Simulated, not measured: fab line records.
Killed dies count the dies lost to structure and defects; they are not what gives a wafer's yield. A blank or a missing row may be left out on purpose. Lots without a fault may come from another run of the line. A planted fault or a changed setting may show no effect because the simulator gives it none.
Which tool did it? / flow berkeley-cmos170 / 14 lots, 42 wafers sampled, at 4 steps of a route of 331

WHAT THE GAUGES SHOWED, per wafer
UCB170_M3_RS_MEAS_02: measures by four-point-probe.
lot=L213; measured=day 7 20:44; on=film-metro-02; M3_AL_RS (ohm/sq)=0.0324 0.0325 0.0323
lot=L214; measured=day 7 21:25; on=film-metro-04; M3_AL_RS (ohm/sq)=0.0316 0.0322 0.0322
lot=L215; measured=day 7 21:17; on=film-metro-03; M3_AL_RS (ohm/sq)=0.0328 0.0324 0.0325
lot=L218; measured=day 8 13:52; on=film-metro-02; M3_AL_RS (ohm/sq)=0.0324 0.0318 0.0326
lot=L219; measured=day 8 23:46; on=film-metro-02; M3_AL_RS (ohm/sq)=0.0330 0.0324 0.0327
lot=L225; measured=day 9 21:34; on=film-metro-04; M3_AL_RS (ohm/sq)=0.0321 0.0324 0.0321
lot=L226; measured=day 10 09:18; on=film-metro-04; M3_AL_RS (ohm/sq)=0.0318 0.0316 0.0320
lot=L229; measured=day 10 19:44; on=film-metro-04; M3_AL_RS (ohm/sq)=0.0313 0.0317 0.0322
lot=L230; measured=day 11 06:44; on=film-metro-02; M3_AL_RS (ohm/sq)=0.0323 0.0321 0.0319
lot=L232; measured=day 11 18:44; on=film-metro-04; M3_AL_RS (ohm/sq)=0.0313 0.0320 0.0318
lot=L233; measured=day 11 17:37; on=film-metro-03; M3_AL_RS (ohm/sq)=0.0331 0.0322 0.0323
lot=L235; measured=day 11 18:33; on=film-metro-02; M3_AL_RS (ohm/sq)=0.0318 0.0325 0.0325
lot=L234; measured=day 11 18:25; on=film-metro-03; M3_AL_RS (ohm/sq)=0.0326 0.0330 0.0327
lot=L236; measured=day 12 09:08; on=film-metro-03; M3_AL_RS (ohm/sq)=0.0321 0.0314 0.0317

EACH LOT AND THE TOOL THAT RAN IT (in order: tool; ch and the chambers of the sampled wafers; start)
lot=L213; UCB170_NVT_PEB_04=litho-track-04 ch 0, day 5 17:33; UCB170_NVT_STRIP_08=plasma-asher-03 ch 0,1, day 5 18:00; UCB170_NSD_STRIP_09=plasma-asher-01 ch 0,1, day 7 00:27
lot=L214; UCB170_NVT_PEB_04=litho-track-03 ch 0, day 6 00:45; UCB170_NVT_STRIP_08=plasma-asher-03 ch 0,1, day 6 01:13; UCB170_NSD_STRIP_09=plasma-asher-03 ch 0,1, day 7 00:41
lot=L215; UCB170_NVT_PEB_04=litho-track-04 ch 0, day 6 00:55; UCB170_NVT_STRIP_08=plasma-asher-04 ch 0,1, day 6 01:22; UCB170_NSD_STRIP_09=plasma-asher-04 ch 0,1, day 7 00:31
lot=L218; UCB170_NVT_PEB_04=litho-track-03 ch 0, day 6 09:23; UCB170_NVT_STRIP_08=plasma-asher-02 ch 0,1, day 6 09:49; UCB170_NSD_STRIP_09=plasma-asher-01 ch 0,1, day 7 12:53
lot=L219; UCB170_NVT_PEB_04=litho-track-04 ch 0, day 6 17:04; UCB170_NVT_STRIP_08=plasma-asher-03 ch 0,1, day 6 17:30; UCB170_NSD_STRIP_09=plasma-asher-04 ch 0,1, day 7 21:34
lot=L225; UCB170_NVT_PEB_04=litho-track-03 ch 0, day 7 19:10; UCB170_NVT_STRIP_08=plasma-asher-04 ch 1, day 7 19:36; UCB170_NSD_STRIP_09=plasma-asher-03 ch 0, day 8 21:17
lot=L226; UCB170_NVT_PEB_04=litho-track-03 ch 0, day 8 04:04; UCB170_NVT_STRIP_08=plasma-asher-02 ch 0,1, day 8 04:29; UCB170_NSD_STRIP_09=plasma-asher-04 ch 0,1, day 9 09:05
lot=L229; UCB170_NVT_PEB_04=litho-track-03 ch 0, day 8 15:16; UCB170_NVT_STRIP_08=plasma-asher-03 ch 0, day 8 15:42; UCB170_NSD_STRIP_09=plasma-asher-01 ch 0,1, day 9 16:22
lot=L230; UCB170_NVT_PEB_04=litho-track-02 ch 0, day 9 05:35; UCB170_NVT_STRIP_08=plasma-asher-04 ch 0,1, day 9 06:03; UCB170_NSD_STRIP_09=plasma-asher-01 ch 0,1, day 10 09:08
lot=L232; UCB170_NVT_PEB_04=litho-track-02 ch 0, day 9 07:00; UCB170_NVT_STRIP_08=plasma-asher-03 ch 0,1, day 9 07:28; UCB170_NSD_STRIP_09=plasma-asher-04 ch 0,1, day 10 14:37
lot=L233; UCB170_NVT_PEB_04=litho-track-02 ch 0, day 9 07:16; UCB170_NVT_STRIP_08=plasma-asher-04 ch 0,1, day 9 07:44; UCB170_NSD_STRIP_09=plasma-asher-03 ch 0,1, day 10 14:49
lot=L235; UCB170_NVT_PEB_04=litho-track-02 ch 0, day 9 15:30; UCB170_NVT_STRIP_08=plasma-asher-04 ch 0,1, day 9 15:58; UCB170_NSD_STRIP_09=plasma-asher-03 ch 0,1, day 10 17:03
lot=L234; UCB170_NVT_PEB_04=litho-track-04 ch 0, day 9 15:40; UCB170_NVT_STRIP_08=plasma-asher-03 ch 0,1, day 9 16:07; UCB170_NSD_STRIP_09=plasma-asher-04 ch 0,1, day 10 17:28
lot=L236; UCB170_NVT_PEB_04=litho-track-04 ch 0, day 9 23:47; UCB170_NVT_STRIP_08=plasma-asher-04 ch 0,1, day 10 00:15; UCB170_NSD_STRIP_09=plasma-asher-04 ch 0,1, day 11 03:25
- UCB170_NVT_PEB_04
- UCB170_NVT_STRIP_08: strips in O2.
- UCB170_NSD_STRIP_09: strips in O2.

WHAT THE TOOLS THEMSELVES READ (means of the sampled wafers that have a number; where no wafer has one, the mark that the record gives instead)
UCB170_NVT_PEB_04.
lot=L213; tool=litho-track-04; exhaust-pa (Pa)=44.7; heater-power-total-W (W)=56.79; plate-temp-C (C)=129.97
lot=L214; tool=litho-track-03; exhaust-pa (Pa)=45.5; heater-power-total-W (W)=56.77; plate-temp-C (C)=129.99
lot=L215; tool=litho-track-04; exhaust-pa (Pa)=45.0; heater-power-total-W (W)=56.83; plate-temp-C (C)=129.99
lot=L218; tool=litho-track-03; exhaust-pa (Pa)=45.0; heater-power-total-W (W)=56.78; plate-temp-C (C)=130.02
lot=L219; tool=litho-track-04; exhaust-pa (Pa)=45.6; heater-power-total-W (W)=56.82; plate-temp-C (C)=130.03
lot=L225; tool=litho-track-03; exhaust-pa (Pa)=46.5; heater-power-total-W (W)=56.81; plate-temp-C (C)=129.95
lot=L226; tool=litho-track-03; exhaust-pa (Pa)=45.0; heater-power-total-W (W)=61.07; plate-temp-C (C)=137.06
lot=L229; tool=litho-track-03; exhaust-pa (Pa)=45.0; heater-power-total-W (W)=61.05; plate-temp-C (C)=137.34
lot=L230; tool=litho-track-02; exhaust-pa (Pa)=45.3; heater-power-total-W (W)=56.80; plate-temp-C (C)=129.99
lot=L232; tool=litho-track-02; exhaust-pa (Pa)=44.9; heater-power-total-W (W)=56.81; plate-temp-C (C)=129.73
lot=L233; tool=litho-track-02; exhaust-pa (Pa)=45.1; heater-power-total-W (W)=56.78; plate-temp-C (C)=130.16
lot=L235; tool=litho-track-02; exhaust-pa (Pa)=46.2; heater-power-total-W (W)=56.80; plate-temp-C (C)=130.06
lot=L234; tool=litho-track-04; exhaust-pa (Pa)=45.3; heater-power-total-W (W)=56.75; plate-temp-C (C)=130.08
lot=L236; tool=litho-track-04; exhaust-pa (Pa)=44.2; heater-power-total-W (W)=56.77; plate-temp-C (C)=129.95

UCB170_NVT_STRIP_08.
lot=L213; tool=plasma-asher-03; chamber-pressure-mTorr (mTorr)=3502; drypump-motor-current-A (A)=5.83; oes-product-au (a.u.)=0.733; strip-time-to-endpoint-s (s)=21.58
lot=L214; tool=plasma-asher-03; chamber-pressure-mTorr (mTorr)=3500; drypump-motor-current-A (A)=5.84; oes-product-au (a.u.)=0.734; strip-time-to-endpoint-s (s)=21.56
lot=L215; tool=plasma-asher-04; chamber-pressure-mTorr (mTorr)=3500; drypump-motor-current-A (A)=5.95; oes-product-au (a.u.)=0.734; strip-time-to-endpoint-s (s)=21.61
lot=L218; tool=plasma-asher-02; chamber-pressure-mTorr (mTorr)=3500; drypump-motor-current-A (A)=5.68; oes-product-au (a.u.)=0.737; strip-time-to-endpoint-s (s)=21.73
lot=L219; tool=plasma-asher-03; chamber-pressure-mTorr (mTorr)=3499; drypump-motor-current-A (A)=5.74; oes-product-au (a.u.)=0.737; strip-time-to-endpoint-s (s)=21.74
lot=L225; tool=plasma-asher-04; chamber-pressure-mTorr (mTorr)=3501; drypump-motor-current-A (A)=6.09; oes-product-au (a.u.)=0.739; strip-time-to-endpoint-s (s)=21.75
lot=L226; tool=plasma-asher-02; chamber-pressure-mTorr (mTorr)=3500; drypump-motor-current-A (A)=5.68; oes-product-au (a.u.)=0.735; strip-time-to-endpoint-s (s)=21.66
lot=L229; tool=plasma-asher-03; chamber-pressure-mTorr (mTorr)=3503; drypump-motor-current-A (A)=5.94; oes-product-au (a.u.)=0.734; strip-time-to-endpoint-s (s)=21.74
lot=L230; tool=plasma-asher-04; chamber-pressure-mTorr (mTorr)=3500; drypump-motor-current-A (A)=5.96; oes-product-au (a.u.)=0.736; strip-time-to-endpoint-s (s)=21.62
lot=L232; tool=plasma-asher-03; chamber-pressure-mTorr (mTorr)=3496; drypump-motor-current-A (A)=5.75; oes-product-au (a.u.)=0.736; strip-time-to-endpoint-s (s)=21.68
lot=L233; tool=plasma-asher-04; chamber-pressure-mTorr (mTorr)=3502; drypump-motor-current-A (A)=6.05; oes-product-au (a.u.)=0.735; strip-time-to-endpoint-s (s)=21.68
lot=L235; tool=plasma-asher-04; chamber-pressure-mTorr (mTorr)=3499; drypump-motor-current-A (A)=5.96; oes-product-au (a.u.)=0.728; strip-time-to-endpoint-s (s)=21.70
lot=L234; tool=plasma-asher-03; chamber-pressure-mTorr (mTorr)=3500; drypump-motor-current-A (A)=5.73; oes-product-au (a.u.)=0.734; strip-time-to-endpoint-s (s)=21.55
lot=L236; tool=plasma-asher-04; chamber-pressure-mTorr (mTorr)=3501; drypump-motor-current-A (A)=6.01; oes-product-au (a.u.)=0.736; strip-time-to-endpoint-s (s)=21.86

UCB170_NSD_STRIP_09.
lot=L213; tool=plasma-asher-01; chamber-pressure-mTorr (mTorr)=3499; drypump-motor-current-A (A)=5.52; oes-product-au (a.u.)=0.534; strip-time-to-endpoint-s (s)=35.85
lot=L214; tool=plasma-asher-03; chamber-pressure-mTorr (mTorr)=3502; drypump-motor-current-A (A)=5.81; oes-product-au (a.u.)=0.534; strip-time-to-endpoint-s (s)=35.71
lot=L215; tool=plasma-asher-04; chamber-pressure-mTorr (mTorr)=3504; drypump-motor-current-A (A)=6.01; oes-product-au (a.u.)=0.539; strip-time-to-endpoint-s (s)=35.95
lot=L218; tool=plasma-asher-01; chamber-pressure-mTorr (mTorr)=3499; drypump-motor-current-A (A)=5.51; oes-product-au (a.u.)=0.536; strip-time-to-endpoint-s (s)=35.99
lot=L219; tool=plasma-asher-04; chamber-pressure-mTorr (mTorr)=3516; drypump-motor-current-A (A)=5.96; oes-product-au (a.u.)=0.531; strip-time-to-endpoint-s (s)=35.81
lot=L225; tool=plasma-asher-03; chamber-pressure-mTorr (mTorr)=3500; drypump-motor-current-A (A)=5.92; oes-product-au (a.u.)=0.533; strip-time-to-endpoint-s (s)=35.90
lot=L226; tool=plasma-asher-04; chamber-pressure-mTorr (mTorr)=3499; drypump-motor-current-A (A)=5.95; oes-product-au (a.u.)=0.537; strip-time-to-endpoint-s (s)=35.98
lot=L229; tool=plasma-asher-01; chamber-pressure-mTorr (mTorr)=3500; drypump-motor-current-A (A)=5.51; oes-product-au (a.u.)=0.534; strip-time-to-endpoint-s (s)=35.78
lot=L230; tool=plasma-asher-01; chamber-pressure-mTorr (mTorr)=3502; drypump-motor-current-A (A)=5.47; oes-product-au (a.u.)=0.537; strip-time-to-endpoint-s (s)=35.81
lot=L232; tool=plasma-asher-04; chamber-pressure-mTorr (mTorr)=3498; drypump-motor-current-A (A)=5.99; oes-product-au (a.u.)=0.533; strip-time-to-endpoint-s (s)=35.87
lot=L233; tool=plasma-asher-03; chamber-pressure-mTorr (mTorr)=3501; drypump-motor-current-A (A)=5.81; oes-product-au (a.u.)=0.535; strip-time-to-endpoint-s (s)=35.69
lot=L235; tool=plasma-asher-03; chamber-pressure-mTorr (mTorr)=3499; drypump-motor-current-A (A)=5.73; oes-product-au (a.u.)=0.537; strip-time-to-endpoint-s (s)=35.84
lot=L234; tool=plasma-asher-04; chamber-pressure-mTorr (mTorr)=3501; drypump-motor-current-A (A)=5.95; oes-product-au (a.u.)=0.532; strip-time-to-endpoint-s (s)=35.75
lot=L236; tool=plasma-asher-04; chamber-pressure-mTorr (mTorr)=3501; drypump-motor-current-A (A)=6.02; oes-product-au (a.u.)=0.538; strip-time-to-endpoint-s (s)=35.86

THE ANSWER, worked out from the rows above alone
Rule: the lots themselves supply what counts as usual. The widest of any qualifying gaps counts: lots, ordered by their means at a reading, are off when they make up no more than a third of the lots, leave a main group of 4 or more, and stand apart from it by 3 or more times the standard deviation of that group's means. Not used: any main group whose means are identical at the precision the tables above print for the reading. Also off: a lot with no number at a reading for which 4 or more lots have one. All remaining lots with rows at the step are treated as sound. First the gauges in route order, then the tools' own readings, where a lot's mean is used as printed above. At the first step where some lot is off, the reading lying furthest off is the one used; lots without a number count as furthest.
Off: L226, L229 (UCB170_NVT_PEB_04, heater-power-total-W). For the main group the mean is 56.79 W and the standard deviation 0.022.
A tool fits if, at that step or a process step before it, it ran every lot that is off, and no sound lot after the first of them. One fits: UCB170_NVT_PEB_04 on litho-track-03. A fault onset in the window from L225 (day 7 19:10, its last sound lot) to L226 (day 8 04:04, its first lot off) fits.
The tool's own readings at UCB170_NVT_PEB_04 bear it out: on the lots that are off they differ by more than 5 times the standard deviation of the sound lots' means. heater-power-total-W reads 61.06 W there against 56.79 W on the sound lots; plate-temp-C reads 137.20 C there against 129.99 C on the sound lots.

WHAT THE SIMULATOR HAD PUT IN
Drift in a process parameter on litho-track-03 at UCB170_NVT_PEB_04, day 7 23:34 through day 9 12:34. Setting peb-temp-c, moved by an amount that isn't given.
Lots struck among those shown: L226, L229. Same finding as the rule above.
